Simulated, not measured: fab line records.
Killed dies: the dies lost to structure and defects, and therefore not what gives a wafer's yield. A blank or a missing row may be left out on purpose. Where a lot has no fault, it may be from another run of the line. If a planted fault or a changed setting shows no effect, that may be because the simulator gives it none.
Comparing a struck lot with a sound one	flow rit cmos	15 steps out of a route of 202
Sound: these wafers, L281.2, L281.5, L281.6. Wafers L277.2, L277.3, L277.4 were the ones struck. The cause is given at the end.
At each step with rows: each side's tool, then ch and its chambers, then its first start. Under that, the readings that differ: sound wafers	struck wafers	difference of the means	sigmas: that difference in standard deviations of wafers without a fault.
alike: words and numbers the same on both sides, and readings whose means are apart by under 2 such deviations; not compared: readings that were withheld, readings missing a value for some wafer, numbers with overlapping values and no deviation given by the record, and bounds like >300 which may hide the same value.
Wherever a step has rows on one side only, a row that says differs or no value, or a row with sigmas, the two part there. When numbers do not overlap yet have no deviation, they are printed without sigmas and do not part them. A reading missing from all wafers of one side parts the sides only when that side holds two or more wafers.

first, 2 steps without rows for these wafers: RIT_PLDD_HARDBAKE_07 (time 60 s); RIT_PLDD_IMPLANT_08.
RIT_PLDD_STRIP_09: strips in O2, time 180 s.
  sound on plasma asher-02 ch 0,1, day 6 00:05; struck on plasma asher-03 ch 0,1, day 5 02:07
  alike: drypump motor current A
  not compared: rf hours counter h
RIT_PLDD_TW_MEAS_10:
  sound on film metro-03, day 6 00:16; struck on film metro-01, day 5 02:18
reading	sound	struck	difference	sigmas
PLDD_TW	2352 2369 2345	2310 2314 2314	-43	-3
then, 4 steps without rows for these wafers: RIT_SPACER_CLEAN_00 (cleans in SC1, time 600 s); RIT_SPACER_CLEAN_01 (cleans in dHF, time 30 s); RIT_SPACER_CLEAN_02 (cleans in SC2, time 600 s); RIT_SPACER_CVD_03 (deposits Si3N4 from SiH2Cl2/NH3, target thk 250 nm, time 3300 s).
RIT_SPACER_THK_MEAS_04:
  sound on film metro-04, day 6 02:58; struck on film metro-04, day 5 06:07
  alike: SPACER_NITRIDE_THK
RIT_SPACER_ETCHBACK_05: etches Si3N4 in SF6/CHF3, stops on SiO2, target depth 250 nm, time 240 s.
  sound on rie diel-04 ch 1,2,3, day 6 03:01; struck on rie diel-04 ch 0,1,2, day 5 06:10
  alike: drypump motor current A, oes product au, throttle valve pct
  not compared: rf hours counter h
then, 2 steps without rows for these wafers: RIT_NSD_HMDS_00 (prime time 60 s); RIT_NSD_COAT_01 (resist thk 1000 nm).
RIT_NSD_SOFTBAKE_02: time 60 s.
  sound on litho track-03 ch 0, day 6 03:29; struck on litho track-02 ch 0, day 5 06:39
reading	sound	struck	difference	sigmas
run length s (s)	88.87 88.77 88.77	97.59 97.70 97.68	+8.85	+31
then, 1 step without rows for these wafers: RIT_NSD_EXPOSE_03 (exposes mask M9, target cd 40700 nm).
RIT_M1_PROBE_99:
  sound on prober-01, day 6 14:08; struck on prober-01, day 5 17:50
  alike: killed at contacts, killed at front end, killed dies, killed open, killed short

WHERE THEY PART
Last at RIT_NSD_SOFTBAKE_02 as far as this record goes, first at RIT_PLDD_TW_MEAS_10. Later steps at which nothing parts them and some readings are alike: RIT_M1_PROBE_99.

WHY: what had been put in by the simulator
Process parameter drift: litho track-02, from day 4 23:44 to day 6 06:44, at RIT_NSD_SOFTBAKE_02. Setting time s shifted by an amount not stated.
